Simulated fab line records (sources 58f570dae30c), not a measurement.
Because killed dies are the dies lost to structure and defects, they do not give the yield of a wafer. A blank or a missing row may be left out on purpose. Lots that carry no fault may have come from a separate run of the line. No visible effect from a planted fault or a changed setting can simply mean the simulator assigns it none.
One fault through the eyes of 2 desks ; flow berkeley cmos170 ; only its own numbers are on each desk; what lay behind them is given at the end

## AT THE METROLOGY DESK
Lot by lot, what the gauges showed, no matter which tool ran the lot: averages of those sampled wafers that carry a number. The brackets show how far a lot's mean lies from the usual mean; more than 4 standard deviations puts the lot out of limits, marked OUT.
Columns: A = FIELD_OXIDE_LEFT_2_THK at UCB170_FIELD_THK_MEAS_91, usual 346 nm; B = NLDD_TW at UCB170_NLDD_TW_MEAS_11, usual 2216; C = SPACER_TEOS_THK at UCB170_SPACER_THK_MEAS_01, usual 375 nm; D = NLDD_RS at UCB170_SDANNEAL_RS_MEAS_05, usual 616.4 ohm/sq
lot;first seen here;A;B;C;D
L669;day 6 23:55;363;2220;374;616.6
L668;day 7 00:37;353;2223;377;616.4
L674;day 8 05:01;338;2192;376;615.2
L672;day 8 05:17;340;2192;376;616.3
L671;day 8 05:31;352;2237;373;616.4
L673;day 8 05:44;336;2234;374;616.7
L676;day 8 16:01;336;2192;377;616.1
L677;day 9 04:49;366;2219;376;618.1
L678;day 9 04:49;344;2224;378;614.6
L681;day 9 18:48;352;2226;382;618.0
L680;day 9 19:22;336;2143 (-4.3) OUT;379;653.1 (+24) OUT
L682;day 10 00:50;345;2145 (-4.2) OUT;374;653.5 (+25) OUT
L688;day 11 10:15;335;2192;373;615.9
L689;day 11 10:47;352;2236;372;615.8
This desk reports L680, L682 out of limits; the earliest was L680 at day 10 14:57 (NLDD_TW at UCB170_NLDD_TW_MEAS_11). Within limits: L669, L668, L674, L672, L671, L673, L676, L677, L678, L681, L688, L689.

## DESK OF THE TOOL OWNER: implanter-01
For each lot that ran on this tool, the mean over its sampled wafers that have a number, from the tool's own readings at UCB170_NLDD_IMPLANT_09. The brackets show how far a lot's mean lies from the usual mean; more than 4 standard deviations puts the lot out of limits, marked OUT.
Columns: A = dose ions cm2 at UCB170_NLDD_IMPLANT_09, usual 4.999e+13; B = faraday current uA at UCB170_NLDD_IMPLANT_09, usual 159
lot;first seen here;A;B
L672;day 9 07:50;4.994e+13;159
L674;day 9 08:15;4.995e+13;162
L676;day 9 17:41;4.999e+13;158
L678;day 10 00:05;5.008e+13;157
L680;day 10 14:43;4.147e+13 (-99 or more) OUT;133 (-7.6) OUT
L682;day 11 08:14;4.150e+13 (-99 or more) OUT;131 (-8.2) OUT
This desk finds L680, L682 out of limits, L680 being first, at day 10 14:43 (dose ions cm2 at UCB170_NLDD_IMPLANT_09). Within limits: L672, L674, L676, L678.

## ALL TOGETHER
On L680, L682, at day 10 14:43, an alarm was possible from the tool owner's desk.
On L680, L682, the metrology desk was in a position to raise an alarm at day 10 14:57.
All the named lots went through UCB170_NLDD_IMPLANT_09 on implanter-01.

## WHAT THE SIMULATOR PUT IN
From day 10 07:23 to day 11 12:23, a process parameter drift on implanter-01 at UCB170_NLDD_IMPLANT_09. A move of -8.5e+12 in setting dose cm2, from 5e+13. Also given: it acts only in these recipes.
Struck lots among those shown: L680, L682.
Hours from the fault's start to each desk's first reading out of limits: the tool owner's desk, 7; the metrology desk, 8.
